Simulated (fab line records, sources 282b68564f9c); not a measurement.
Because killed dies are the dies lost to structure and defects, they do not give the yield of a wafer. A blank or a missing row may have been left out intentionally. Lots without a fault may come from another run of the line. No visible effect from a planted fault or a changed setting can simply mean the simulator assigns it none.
Problem report, 8D (eight disciplines) form, completed by code    flow rit-cmos    the parts of the form that need people (team, actions taken, sign-off) are left out

== 1. THE PROBLEM ==
Wafers without a fault read 58.1 s, standard deviation 2.3; run-length-s at RIT_GATE_CLEAN_02 reads a mean of 75.0 s on 6 wafers belonging to 2 lots. That puts it +7.3 standard deviations away from the usual mean.
The step: cleans in dHF, time 30 s.
The first sign was on wafer L456.3 at day 5 18:43, on wet-bench-03. At this step, 42 wafers from 14 lots have a number in the record. By rule, "out" or "out of limits" means more than 4 standard deviations away from the usual mean. The rest of the wafers with a number are treated as sound.

== 2. WHAT IT IS, WHAT IT ISN'T ==
question                     is                      is not
which readings at this step  run-length-s            -
which lots                   L456, L460              L441, L442, L443, L444, L445, L447, L448, L449, L450, L452, L454, L463
which wafers of those lots   all that have a number  -
read on which tools          wet-bench-03            wet-bench-02, wet-bench-04
when                         from day 5 18:43        up to then (33 sound wafers); but 3 sound wafers of L463 came after

== 3. SUSPECTS, AND WHAT RULES EACH OUT ==
Counting: a tool at a process step up to the reading stays a suspect if it ran every lot that is out and no sound lot after the first of them.
- wet-bench-03 at RIT_GATE_CLEAN_02 (cleans in dHF, time 30 s): kept. It processed each lot that is out, first L456 at day 5 18:43, and no sound lot thereafter; up to then, the last sound lot it processed was L454 at day 5 08:37. Its own readings are out on those wafers: run-length-s.
Remaining after the count: wet-bench-03 at RIT_GATE_CLEAN_02.

== 4. THE CAUSE (what the simulator had put in) ==
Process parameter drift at RIT_GATE_CLEAN_02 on wet-bench-03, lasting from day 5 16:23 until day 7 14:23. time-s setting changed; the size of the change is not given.
This tool alone remained once counting was done.

== 5. SEQUENCE OF EFFECTS, ordered by route ==
One row per reading whose mean, taken over the struck wafers that have a number, lies over 3 standard deviations from the usual. Readings are gone through only where the record gives a usual standard deviation; hours: the median, over the lots, of the time from a lot's start at the first step in this table giving one to that lot's start at this step; sigmas: the change measured in usual standard deviations.
hours  step               reading       usual   on struck wafers  change  sigmas
0      RIT_GATE_CLEAN_02  run-length-s  58.1 s  75.0              +16.9   +7.3
It contains these process steps:
- RIT_GATE_CLEAN_02: cleans in dHF, time 30 s.

== 6. HOW IT WOULD HAVE BEEN CAUGHT EARLIER ==
2 hours passed between the start of the fault at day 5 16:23 and the first reading out of limits in this record, taken at day 5 18:43.
